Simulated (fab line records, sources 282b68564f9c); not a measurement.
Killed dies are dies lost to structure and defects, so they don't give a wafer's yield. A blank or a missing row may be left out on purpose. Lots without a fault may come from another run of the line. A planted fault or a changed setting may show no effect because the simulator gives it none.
Which tool did it? | flow rit_cmos | 14 lots, 42 wafers sampled, at 5 steps of a route of 202

WHAT THE GAUGES READ, wafer by wafer
RIT_ACTIVE_THK_MEAS_02.
lot  | measured    | on            | ACTIVE_OXIDE_THK (nm)
L848 | day 1 12:04 | film_metro-04 | 47.3 47.5 47.5
L849 | day 1 17:04 | film_metro-01 | 46.0 45.5 46.6
L850 | day 1 22:04 | film_metro-04 | 46.5 46.4 46.7
L851 | day 2 03:03 | film_metro-02 | 47.8 48.0 47.8
L852 | day 2 08:03 | film_metro-01 | 47.4 47.4 47.3
L853 | day 2 13:03 | film_metro-01 | 49.0 47.3 48.2
L854 | day 2 18:03 | film_metro-01 | 46.8 47.4 46.6
L855 | day 2 23:05 | film_metro-02 | 46.2 46.1 45.3
L856 | day 3 04:03 | film_metro-04 | 47.4 47.1 47.3
L857 | day 3 09:03 | film_metro-04 | 46.4 47.3 46.7
L858 | day 3 14:03 | film_metro-02 | 46.7 46.8 46.9
L861 | day 4 06:19 | film_metro-04 | 44.1 45.8 44.7
L863 | day 4 15:03 | film_metro-02 | 47.9 47.8 47.9
L864 | day 4 20:11 | film_metro-01 | 47.9 47.7 47.5

RIT_FOX1_THK_MEAS_01.
lot  | measured    | on            | FOX1_OXIDE_THK (nm)
L848 | day 1 16:50 | film_metro-04 | 348 354 350
L849 | day 1 22:13 | film_metro-03 | 346 353 354
L850 | day 2 03:33 | film_metro-02 | 347 345 346
L851 | day 2 08:02 | film_metro-02 | 349 347 349
L852 | day 2 12:50 | film_metro-02 | 346 348 351
L853 | day 2 17:51 | film_metro-02 | 360 360 359
L854 | day 2 22:49 | film_metro-03 | 351 359 357
L855 | day 3 04:33 | film_metro-03 | 345 355 347
L856 | day 3 08:59 | film_metro-03 | 352 346 343
L857 | day 3 13:51 | film_metro-04 | 334 338 338
L858 | day 3 20:22 | film_metro-04 | 342 338 339
L861 | day 4 11:09 | film_metro-04 | 348 343 354
L863 | day 4 21:32 | film_metro-04 | 234 226 229
L864 | day 5 02:31 | film_metro-04 | 235 236 236

RIT_WELLDRIVE_RS_MEAS_01: measures by four-point-probe.
lot  | measured    | on            | NWELL_RS (ohm/sq)
L848 | day 2 03:43 | film_metro-01 | 275.9 276.0 276.1
L849 | day 2 09:16 | film_metro-01 | 274.2 275.2 275.5
L850 | day 2 14:30 | film_metro-03 | 275.7 275.5 275.1
L851 | day 2 19:34 | film_metro-03 | 276.3 275.9 276.1
L852 | day 3 00:10 | film_metro-01 | 273.8 274.3 274.8
L853 | day 3 04:50 | film_metro-04 | 275.0 275.6 276.1
L854 | day 3 09:55 | film_metro-03 | 277.8 277.7 276.5
L855 | day 3 15:26 | film_metro-04 | 274.5 275.6 274.5
L856 | day 3 20:13 | film_metro-03 | 274.6 275.5 275.6
L857 | day 4 02:07 | film_metro-04 | 275.0 275.1 276.1
L858 | day 4 07:27 | film_metro-01 | 276.2 275.2 275.0
L861 | day 4 22:55 | film_metro-04 | 276.9 276.5 276.7
L863 | day 5 08:52 | film_metro-03 | 275.2 275.6 274.8
L864 | day 5 18:16 | film_metro-03 | 275.9 275.8 275.5

RIT_NSD_OVL_MEAS_06.
lot  | measured    | on         | NSD_OVL (nm)
L848 | day 2 21:58 | overlay-02 | -0.3 1.5 1.4
L849 | day 3 03:52 | overlay-02 | 0.6 -0.9 1.0
L850 | day 3 09:47 | overlay-01 | -0.5 -0.6 -1.4
L851 | day 3 13:55 | overlay-02 | 0.6 3.6 3.5
L852 | day 3 18:20 | overlay-01 | -2.0 -2.1 -0.9
L853 | day 3 23:17 | overlay-02 | 0.8 1.2 -0.3
L854 | day 4 05:42 | overlay-02 | -0.4 1.4 -0.4
L855 | day 4 10:55 | overlay-01 | 1.1 1.2 1.4
L856 | day 4 16:19 | overlay-02 | 1.3 1.0 -0.3
L857 | day 4 21:40 | overlay-02 | -1.4 -0.1 0.0
L858 | day 5 02:48 | overlay-02 | -0.7 0.2 -1.9
L861 | day 5 21:55 | overlay-01 | -0.3 0.5 0.0
L863 | day 6 06:34 | overlay-02 | -0.6 -1.1 0.3
L864 | day 6 14:58 | overlay-02 | 0.4 0.6 1.5

WHICH TOOL RAN EACH LOT (tool, then ch and the chambers of the sampled wafers, then the start)
lot  | RIT_FOX1_OXIDATION_00
L848 | furnace-01 ch 0, day 1 15:31
L849 | furnace-01 ch 0, day 1 20:53
L850 | furnace-02 ch 0, day 2 02:14
L851 | furnace-01 ch 0, day 2 06:44
L852 | furnace-01 ch 0, day 2 11:31
L853 | furnace-02 ch 0, day 2 16:32
L854 | furnace-02 ch 0, day 2 21:30
L855 | furnace-04 ch 0, day 3 03:12
L856 | furnace-01 ch 0, day 3 07:40
L857 | furnace-01 ch 0, day 3 12:32
L858 | furnace-04 ch 0, day 3 19:03
L861 | furnace-02 ch 0, day 4 09:49
L863 | furnace-04 ch 0, day 4 20:13
L864 | furnace-04 ch 0, day 5 01:13
- RIT_FOX1_OXIDATION_00: target thk 350.7 nm, ox time 1130 s.

WHAT THE TOOLS THEMSELVES READ (means of the sampled wafers that have a number; where no wafer has one, the mark that the record gives instead)
RIT_FOX1_OXIDATION_00.
lot  | tool       | zone_power_source_pct (%)
L848 | furnace-01 | 37.6
L849 | furnace-01 | 37.2
L850 | furnace-02 | 45.1
L851 | furnace-01 | 37.8
L852 | furnace-01 | 37.9
L853 | furnace-02 | 45.3
L854 | furnace-02 | 45.2
L855 | furnace-04 | 42.1
L856 | furnace-01 | 37.3
L857 | furnace-01 | 37.7
L858 | furnace-04 | 42.1
L861 | furnace-02 | 45.1
L863 | furnace-04 | 41.5
L864 | furnace-04 | 42.1

THE ANSWER, worked out from the rows above alone
Rule: what is usual is taken from the lots themselves. Put in order of their means at a reading, lots are off if they are a third of the lots or fewer, leave a main group of 4 or more, and stand apart from it by a gap of 3 or more times the standard deviation of the main group's means; of several such gaps the widest counts. A main group whose means are all the same, to the digits that the tables above print for the reading, isn't used. A lot without any number at a reading at which 4 lots or more have one is off too. The other lots that the step has rows for count as sound. The gauges are gone through in route order, then the tools' own readings, and for those a lot's mean is taken as printed above. The first step at which some lot is off is used, and at that step the reading that is off furthest; a lot without a number counts as furthest.
Off: L863, L864, at RIT_FOX1_THK_MEAS_01 (FOX1_OXIDE_THK). The main group: mean 348 nm, standard deviation 5.9.
A tool fits if, at a process step before that reading, it ran every lot that is off, and no sound lot after the first of them. The gauges at RIT_FOX1_THK_MEAS_01 are tried like those tools. Can't be told from this: 2 tools fit, furnace-04 at RIT_FOX1_OXIDATION_00, film_metro-04 at RIT_FOX1_THK_MEAS_01.

WHAT THE SIMULATOR HAD PUT IN
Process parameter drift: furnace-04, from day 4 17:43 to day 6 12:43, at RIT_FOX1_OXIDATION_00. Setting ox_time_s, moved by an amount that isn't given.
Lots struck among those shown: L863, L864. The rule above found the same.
